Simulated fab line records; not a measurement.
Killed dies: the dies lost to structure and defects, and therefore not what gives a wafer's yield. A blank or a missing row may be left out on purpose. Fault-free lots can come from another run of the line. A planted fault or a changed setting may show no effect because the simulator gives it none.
Which of the tools did it?	flow berkeley-cmos170	21 wafers from 7 lots sampled at 4 of the route's 331 steps

WHAT THE GAUGES READ, wafer by wafer
UCB170_V1_THK_MEAS_04.
lot	measured	on	V1_POLISHED_THK (nm)
L944	day 7 22:34	film-metro-01	998.5 998.9 1001.5
L947	day 7 22:50	film-metro-04	997.9 997.7 997.6
L948	day 8 06:23	film-metro-02	1000.5 999.5 999.9
L951	day 9 10:55	film-metro-04	1000.0 998.1 999.9
L957	day 10 20:05	film-metro-04	999.2 1000.9 996.8
L959	day 11 02:41	film-metro-04	1000.1 1000.6 1000.6
L963	day 11 21:41	film-metro-04	1000.7 999.7 998.1

EACH LOT AND THE TOOL THAT RAN IT (in order: tool; ch and the chambers of the sampled wafers; start)
lot	UCB170_SDANNEAL_RTA_00	UCB170_SILICIDE_SPUTTER_01	UCB170_M1_ETCH_11
L944	rtp-anneal-01 ch 0, day 7 04:58	pvd-sputter-04, day 7 05:37	rie-diel-02 ch 0,1,2, day 7 12:08
L947	rtp-anneal-01 ch 0, day 7 05:25	pvd-sputter-03, day 7 06:05	rie-diel-04 ch 0,1, day 7 12:53
L948	rtp-anneal-01 ch 0, day 7 16:37	pvd-sputter-02, day 7 17:16	rie-diel-02 ch 1,3, day 8 01:06
L951	rtp-anneal-01 ch 0, day 8 20:01	pvd-sputter-03, day 8 20:42	rie-diel-02 ch 0,1,2, day 9 06:53
L957	rtp-anneal-02 ch 0, day 10 04:55	pvd-sputter-02, day 10 05:35	rie-diel-02 ch 1,2, day 10 12:44
L959	rtp-anneal-01 ch 0, day 10 15:40	pvd-sputter-04, day 10 16:27	rie-diel-01 ch 0,1,3, day 10 23:07
L963	rtp-anneal-02 ch 0, day 11 08:01	pvd-sputter-04, day 11 08:41	rie-diel-04 ch 1,2,3, day 11 14:55
- UCB170_SDANNEAL_RTA_00: time 10 s.
- UCB170_SILICIDE_SPUTTER_01: material Ti, target thk 30 nm, time 25 s.
- UCB170_M1_ETCH_11: etches BARC in N2/H2.

THE ANSWER, worked out from the rows above alone
Rule: usual is defined by the lots themselves. Put in order of their means at a reading, lots are off if they are a third of the lots or fewer, leave a main group of 4 or more, and stand apart from it by a gap of 3 or more times the standard deviation of the main group's means; of several such gaps the widest counts. A main group whose means are all the same, to the digits that the tables above print for the reading, isn't used. A lot without any number at a reading at which 4 lots or more have one is off too. Any other lot the step has rows for is counted as sound.
Nothing can be told from this: no lot is off at any reading shown.

WHAT WAS PUT IN BY THE SIMULATOR
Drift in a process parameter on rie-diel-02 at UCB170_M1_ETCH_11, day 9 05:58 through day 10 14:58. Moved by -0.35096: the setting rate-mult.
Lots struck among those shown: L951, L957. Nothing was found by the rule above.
